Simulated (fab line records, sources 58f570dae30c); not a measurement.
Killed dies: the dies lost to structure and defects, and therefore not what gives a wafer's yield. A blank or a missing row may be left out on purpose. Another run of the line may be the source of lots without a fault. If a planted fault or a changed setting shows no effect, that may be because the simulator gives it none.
Code-filled problem report in 8D (eight disciplines) form + flow berkeley cmos170 + the parts of the form that need people (team, actions taken, sign-off) are left out

## 1. THE PROBLEM
Across 9 wafers from 3 lots, FIELD_OXIDE_THK at UCB170_FIELD_THK_MEAS_02 averages 1039 nm, while fault-free wafers read 557 nm with a standard deviation of 12. That puts it +40 standard deviations away from the usual mean.
First seen on wafer L972.2, day 7 08:07, on film metro-01. The record has a number at this step for 39 wafers belonging to 13 lots. Rule for "out", or "out of limits": more than 4 standard deviations from the usual mean. The rest of the wafers with a number are treated as sound.

## 2. WHAT IT IS, AND WHAT IT ISN'T
| question                    | is                           | is not                                                              |
|-----------------------------|------------------------------|---------------------------------------------------------------------|
| which readings at this step | FIELD_OXIDE_THK              | -                                                                   |
| which lots                  | L972, L973, L974             | L963, L964, L965, L966, L967, L968, L969, L970, L971, L982          |
| which wafers of those lots  | all that have a number       | -                                                                   |
| read on which gauges        | film metro-01, film metro-03 | film metro-02                                                       |
| when                        | from day 7 08:07             | up to then (27 sound wafers); but 3 sound wafers of L982 came after |

## 3. SUSPECTS, AND WHAT RULES EACH OUT
Counting: any tool at a process step up to the reading is kept as a suspect provided that every lot that is out went through it and no sound lot did after the first of them.
- ruled out: the gauge at UCB170_FIELD_THK_MEAS_02. 2 gauges (film metro-01, film metro-03) read the wafers that are out.
- furnace-01 at UCB170_FIELD_OXIDATION_01 (target thk 558.3 nm, ox time 7200 s): kept. It processed each lot that is out, first L972 at day 7 05:07, and no sound lot thereafter; up to then, the last sound lot it processed was L969 at day 6 07:11. On those wafers its own readings are out: spike tc centre C, spike tc load C, spike tc source C, tube center temp C, tube_center_temp_C_max, zone power centre pct, zone power load pct.
Remaining after the count: furnace-01 at UCB170_FIELD_OXIDATION_01.

## 4. THE CAUSE (what the simulator had put in)
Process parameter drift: furnace-01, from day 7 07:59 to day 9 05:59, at UCB170_FIELD_OXIDATION_01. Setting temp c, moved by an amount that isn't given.
Counting left only this tool.

## 5. THE CHAIN OF EFFECTS, in route order
Each row: a reading whose mean over the struck wafers that have a number lies more than 3 standard deviations from the usual. Only readings for which the record gives a usual standard deviation are gone through. hours: the time from each lot's start at the first step in this table that gives one to its start at this step, as a median over the lots. sigmas: the change in usual standard deviations.
| hours | step                      | reading                | usual    | on struck wafers | change | sigmas      |
|-------|---------------------------|------------------------|----------|------------------|--------|-------------|
| 0     | UCB170_FIELD_OXIDATION_01 | spike tc centre C      | 1002.3 C | 1151.1           | +148.8 | +99 or more |
| 0     | UCB170_FIELD_OXIDATION_01 | spike tc load C        | 1022 C   | 1169             | +147   | +35         |
| 0     | UCB170_FIELD_OXIDATION_01 | spike tc source C      | 1025.0 C | 1178.4           | +153.4 | +53         |
| 0     | UCB170_FIELD_OXIDATION_01 | tube center temp C     | 1000 C   | 1149             | +149   | +99 or more |
| 0     | UCB170_FIELD_OXIDATION_01 | tube_center_temp_C_max | 1002.6   | 1151.4           | +148.8 | +99 or more |
| 0     | UCB170_FIELD_OXIDATION_01 | zone power centre pct  | 41.5 %   | 51.0             | +9.5   | +5.6        |
| 0     | UCB170_FIELD_OXIDATION_01 | zone power load pct    | 37.2 %   | 53.4             | +16.2  | +5.6        |
| 0     | UCB170_FIELD_OXIDATION_01 | zone power source pct  | 33.2 %   | 43.7             | +10.5  | +4.0        |
| 3     | UCB170_FIELD_THK_MEAS_02  | FIELD_OXIDE_THK        | 557 nm   | 1039             | +482   | +40         |
| 10    | UCB170_FIELD_THK_MEAS_90  | FIELD_OXIDE_LEFT_1_THK | 440 nm   | 922              | +482   | +37         |
| 34    | UCB170_FIELD_THK_MEAS_91  | FIELD_OXIDE_LEFT_2_THK | 352 nm   | 834              | +482   | +37         |
Process steps it contains:
- UCB170_FIELD_OXIDATION_01: target thk 558.3 nm, ox time 7200 s.

## 6. HOW IT WOULD HAVE BEEN CAUGHT EARLIER
0 hours passed between the start of the fault at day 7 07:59 and the first reading out of limits at a measuring or inspecting step in this record, taken at day 7 08:07.
Tool's own readings at UCB170_FIELD_OXIDATION_01, spike tc centre C, spike tc load C, spike tc source C, tube center temp C, tube_center_temp_C_max, zone power centre pct, zone power load pct: out on all struck wafers the step has rows for; an alarm limit on them would have tripped on the first.
Among the 3 lots that are out, L973, L974 began UCB170_FIELD_OXIDATION_01 on furnace-01 after day 7 08:07. A hold on the tool at that time would have spared those 2.
